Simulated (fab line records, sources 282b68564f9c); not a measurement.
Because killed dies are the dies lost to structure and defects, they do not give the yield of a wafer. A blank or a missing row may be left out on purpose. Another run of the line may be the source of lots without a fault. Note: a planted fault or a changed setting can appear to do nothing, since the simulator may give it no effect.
fab line records | flow rit-cmos
record: lots: 15 wafers: 45 last-day: 7
route steps=202 shown CONTACT@180 M1@202
lots with no fault: from the same line, run without faults
start-h: hours from the record's first day to the start of the lot's first wafer shown | wait-h: hours elapsed since this lot's preceding step | " repeats the value in the row above | L1.1+2: several wafers, shown together as one row | - either no value or no given start | * or withheld: withheld | < > ~ a bound
route shown NAME@n: NAME is a module with steps in the file, n the number in the route of the first one | usual: mean/standard deviation of fault-free wafers | same: alike in all rows | chamber/n: place in a boat | sites: each site's reading | _std_site: their standard deviation | _edge_site: the outer-site mean with the inner-site mean subtracted | radius-mm: for every site, how far away it sits from the centre of the wafer | mask NAME#n: copy n | behind: the last tool/chamber to shape the wafer | hold: reason for holding the lot/hours on hold/outcome of the hold | device: transistor that didn't switch, given as n, p or np | end of line: at the end of the route, the tests of the same wafers | where a step has no rows: the recipe by itself | killed: count of dies lost to structure and defects at first sort (not the wafer's yield) | map: a wafer's dies, x killed, . not, _ none there
set.NAME: the setting that was run; set.NAME@STEP: the one run at that earlier step | model.NAME: the simulator's own value behind a step, which no gauge read
one table for each step of the route and one row for each wafer, over a sample of lots
services: when a tool's chamber went out of use (start-h, in hours from the record's first day, below 0 if earlier), for how many hours, and the reason
== steps ==
step: RIT_CONTACT_STRIP_12
recipe: chemistry: O2 time-s: 180 resist: NOVOLAK platen-temp-c: withheld power-w: 500 pressure-mtorr: 4000 o2-flow-sccm: 4000
usual: chamber-pressure-mTorr: 3999/4.6 drypump-motor-current-A: 5.94/0.28
columns lot.wafer tool chamber start-h wait-h chamber-pressure-mTorr drypump-motor-current-A rf-hours-counter-h
L448.1 plasma-asher-02 1 61.57 0.1 4003 5.70 42
L448.3 " 0 " " 3997 6.05 -
L448.4 " 1 " " 4005 5.71 -
L449.3 plasma-asher-01 0 68.86 0.2 4002 5.66 -
L449.5 " 0 " " 3997 5.64 -
L449.6 " 1 " " 4006 5.63 -
L450.3 plasma-asher-01 0 70.29 0.2 4003 5.64 -
L450.4 " 1 " " 4004 5.69 -
L450.5 " 1 " " 3997 5.69 -
L451.2 plasma-asher-02 0 75.07 0.1 3991 6.04 44
L451.3 " 1 " " 4005 5.70 -
L451.5 " 0 " " 4005 6.06 -
L453.2 plasma-asher-01 0 83.98 0.1 3994 5.68 45
L453.4 " 0 " " 3998 5.70 -
L453.6 " 0 " " 3998 5.70 -
L455.1 plasma-asher-04 0 97.99 0.1 4001 6.09 43
L455.5 " 1 " " 4000 6.40 -
L455.6 " 0 " " 4003 6.09 -
L457.1 plasma-asher-02 1 106.85 0.1 4002 5.70 46
L457.2 " 0 " " 3999 6.05 46
L457.6 " 1 " " 4003 5.71 -
L463.1 plasma-asher-02 1 143.55 0.1 - - -
L463.2 " 0 " " - - -
L463.5 " 0 " " - - -
L464.1 plasma-asher-01 0 143.94 0.1 - - -
L464.3 " 0 " " - - -
L464.5 " 1 " " - - -
L465.2 plasma-asher-02 1 147.78 0.1 - - -
L465.4 " 0 " " - - -
L465.5 " 1 " " - - -
L466.2 plasma-asher-02 1 161.30 0.1 4000 5.71 4
L466.3 " 0 " " 4001 6.03 -
L466.5 " 0 " " 4003 6.02 -
L467.1 plasma-asher-04 0 161.67 0.1 4005 6.06 50
L467.4 " 0 " " 3992 6.08 -
L467.5 " 0 " " 4005 6.09 -
L468.2 plasma-asher-04 0 165.92 0.1 4000 6.04 51
L468.3 " 1 " " 3998 6.43 -
L468.4 " 0 " " 3998 6.03 -
L469.1 plasma-asher-04 0 169.93 0.1 3995 6.01 51
L469.5 " 0 " " 4007 6.03 -
L469.6 " 1 " " 3994 6.38 -
L470.1 plasma-asher-04 0 174.22 0.1 4005 6.04 51
L470.2 " 1 " " 4000 6.36 51
L470.6 " 0 " " 4000 6.05 -
step: RIT_M1_PROBE_99
usual: killed_at_M0_to_M3: 0.0/0.12 killed-at-contacts: 0.0/0.2 killed-at-front-end: 6.6/2.8 killed-dies: 6.6/2.8 killed-on-rim: 1.8/1.2 killed-open: 3.3/1.9 killed-short: 3.2/1.8
same: gross-dies: 264 killed_at_M4_up: 0 killed-at-back-side: 0 killed-at-other: 0
columns lot.wafer tool chamber start-h wait-h hold killed_at_M0_to_M3 killed-at-contacts killed-at-front-end killed-dies killed-on-rim killed-open killed-short
L451.2 prober-02 - 79.87 0.1 - 0 0 10 10 2 7 3
L451.3 prober-02 - 79.92 0.2 - 0 0 5 5 1 4 1
L451.5 prober-02 - 80.02 0.2 - 0 0 7 7 1 5 2
L457.1 prober-02 - 111.51 0.1 - 0 0 9 9 2 4 5
L457.2 prober-02 - 111.56 0.1 - 0 0 3 3 0 0 3
L457.6 prober-02 - 111.76 0.2 - 0 0 5 5 2 3 2
L463.1 prober-02 - 148.50 0.1 await-dispo/5.4h/scrap 256 0 8 264 70 4 4
L463.2 prober-02 - 148.55 0.1 await-dispo/5.4h/scrap 253 0 11 264 70 6 5
L463.5 prober-02 - 148.70 0.2 await-dispo/5.4h/scrap 254 0 10 264 70 6 4
L464.1 prober-01 - 149.71 0.1 await-dispo/2.0h/scrap 262 0 2 264 70 1 1
L464.3 prober-01 - 149.81 0.2 await-dispo/2.0h/scrap 260 0 4 264 70 1 4
L464.5 prober-01 - 149.91 0.2 await-dispo/2.0h/scrap 255 0 9 264 70 8 1
L465.2 prober-02 - 152.76 0.1 await-dispo/3.6h/scrap 256 0 8 264 70 4 4
L465.4 prober-02 - 152.86 0.2 await-dispo/3.6h/scrap 252 0 12 264 70 7 5
L465.5 prober-02 - 152.91 0.2 await-dispo/3.6h/scrap 261 0 3 264 70 1 2
L468.2 prober-01 - 170.68 0.1 - 0 0 11 11 2 4 6
L468.3 prober-01 - 170.73 0.2 - 0 0 7 7 1 4 2
L468.4 prober-01 - 170.78 0.2 - 0 0 7 7 3 3 4
L470.1 prober-01 - 178.94 0.1 - 0 0 4 4 0 2 2
L470.2 prober-01 - 178.99 0.1 - 0 0 2 2 0 2 0
L470.6 prober-01 - 179.19 0.2 - 0 0 4 4 1 1 3
killed by level:class
L451.2 REOX:geometric-particle:open=3 GATE:geometric-particle:open=2 FOX1:geometric-particle:short=1 FOX1:geometric-particle:open=1 GATE:geometric-particle:short=1 REOX:geometric-particle:short=1 SILICIDE:geometric-particle:open=1
L451.3 GATE:geometric-particle:open=3 FOX1:geometric-particle:short=1 SPACER:geometric-particle:open=1
L451.5 GATE:geometric-particle:open=2 REOX:geometric-particle:open=1 SPACER:geometric-particle:open=1 SPACER:geometric-particle:short=1 SILICIDE:geometric-particle:open=1 SILICIDE:geometric-particle:short=1
L457.1 FOX1:geometric-particle:open=4 GATE:geometric-particle:short=4 FOX1:geometric-particle:short=1
L457.2 FOX1:geometric-particle:short=1 GATE:geometric-particle:short=1 SPACER:geometric-particle:short=1
L457.6 FOX1:geometric-particle:open=1 FOX1:geometric-particle:short=1 FOX2:geometric-particle:open=1 SILICIDE:geometric-particle:open=1 SILICIDE:geometric-particle:short=1
L463.1 M1:area-sputter=256 GATE:geometric-particle:short=3 FOX2:geometric-particle:open=2 GATE:geometric-particle:open=1 REOX:geometric-particle:short=1 SPACER:geometric-particle:open=1
L463.2 M1:area-sputter=253 GATE:geometric-particle:short=3 SPACER:geometric-particle:open=2 SILICIDE:geometric-particle:open=2 FOX2:geometric-particle:open=1 FOX2:geometric-particle:short=1 GATE:geometric-particle:open=1 REOX:geometric-particle:short=1
L463.5 M1:area-sputter=254 GATE:geometric-particle:open=3 GATE:geometric-particle:short=2 SPACER:geometric-particle:short=2 FOX2:geometric-particle:open=1 REOX:geometric-particle:open=1 SPACER:geometric-particle:open=1
L464.1 M1:area-sputter=262 ACTIVE:geometric-particle:open=1 GATE:geometric-particle:short=1
L464.3 M1:area-sputter=259 GATE:geometric-particle:short=3 SPACER:geometric-particle:open=1 M1:geometric-particle:short=1
L464.5 M1:area-sputter=255 GATE:geometric-particle:open=4 SPACER:geometric-particle:open=4 REOX:geometric-particle:short=1
L465.2 M1:area-sputter=256 GATE:geometric-particle:open=3 GATE:geometric-particle:short=2 SPACER:geometric-particle:short=1 SILICIDE:geometric-particle:short=1 SILICIDE:geometric-particle:open=1
L465.4 M1:area-sputter=252 GATE:geometric-particle:open=5 GATE:geometric-particle:short=4 FOX1:geometric-particle:open=2 SILICIDE:geometric-particle:short=1
L465.5 M1:area-sputter=261 FOX1:geometric-particle:short=1 GATE:geometric-particle:open=1 SILICIDE:geometric-particle:short=1
L468.2 GATE:geometric-particle:short=3 FOX1:geometric-particle:short=2 GATE:geometric-particle:open=2 REOX:geometric-particle:open=1 REOX:geometric-particle:short=1 SPACER:geometric-particle:open=1 NLDD:coat-microbubble-printed=1
L468.3 GATE:geometric-particle:open=2 FOX2:geometric-particle:open=1 GATE:geometric-particle:short=1 REOX:geometric-particle:short=1 REOX:geometric-particle:open=1 NLDD:coat-microbubble-printed=1
L468.4 FOX1:geometric-particle:open=2 FOX2:geometric-particle:short=1 GATE:geometric-particle:short=1 SPACER:geometric-particle:short=1 SILICIDE:geometric-particle:open=1 SILICIDE:geometric-particle:short=1
L470.1 FOX2:geometric-particle:short=1 FOX2:geometric-particle:open=1 SPACER:geometric-particle:short=1 SILICIDE:geometric-particle:open=1
L470.2 GATE:geometric-particle:open=1 SPACER:geometric-particle:open=1
L470.6 GATE:geometric-particle:short=2 FOX2:geometric-particle:open=1 SPACER:geometric-particle:short=1
== services ==
columns tool chamber start-h hours kind
plasma-asher-02 - 47.67 6.0 repair
plasma-asher-02 - 77.79 6.2 repair
plasma-asher-01 - 105.85 1.3 repair
plasma-asher-01 - 108.39 19.9 repair
plasma-asher-02 - 108.75 9.0 pm
plasma-asher-02 0 108.75 9.0 vent-cycle
plasma-asher-02 1 108.75 9.0 vent-cycle
plasma-asher-02 0 117.75 - clean
plasma-asher-02 1 117.75 - clean
== key ==
first-sign: step: RIT_CONTACT_STRIP_12 reading: tool-record direction: missing
effect: step: RIT_M1_PROBE_99 reading: killed_at_M0_to_M3 direction: up sigmas: 99+ usual: 0.0 struck: 256.6
more-kills-born-at: RIT_M1_SPUTTER_00@pvd-sputter-01: 776 RIT_M1_SPUTTER_00@pvd-sputter-03: 769 RIT_M1_SPUTTER_00@pvd-sputter-02: 763
met-at RIT_CONTACT_STRIP_12
struck-lots L463,L464,L465
later-rows-left-out L463.1,L463.2,L463.5,L464.1,L464.3,L464.5,L465.2,L465.4,L465.5
tester-left-out L463,L464,L465
onset-between 106.85 143.55
fault: kind: skipped-step-whole tool: plasma-asher-01,plasma-asher-02 chamber: - onset-h: 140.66 steps: RIT_CONTACT_STRIP_12 scope: struck-lots-only
tester-left-out: of these lots the tester's yield and bins aren't shown, on N5 and GAA mostly nor the transistor test; their killed dies are dies lost to structure and defects alone, not to doping, threshold or leakage, so they don't give the yield
later-rows-left-out: the simulator's readings of these wafers behind a module that went badly wrong aren't trusted and aren't shown, but for the sort
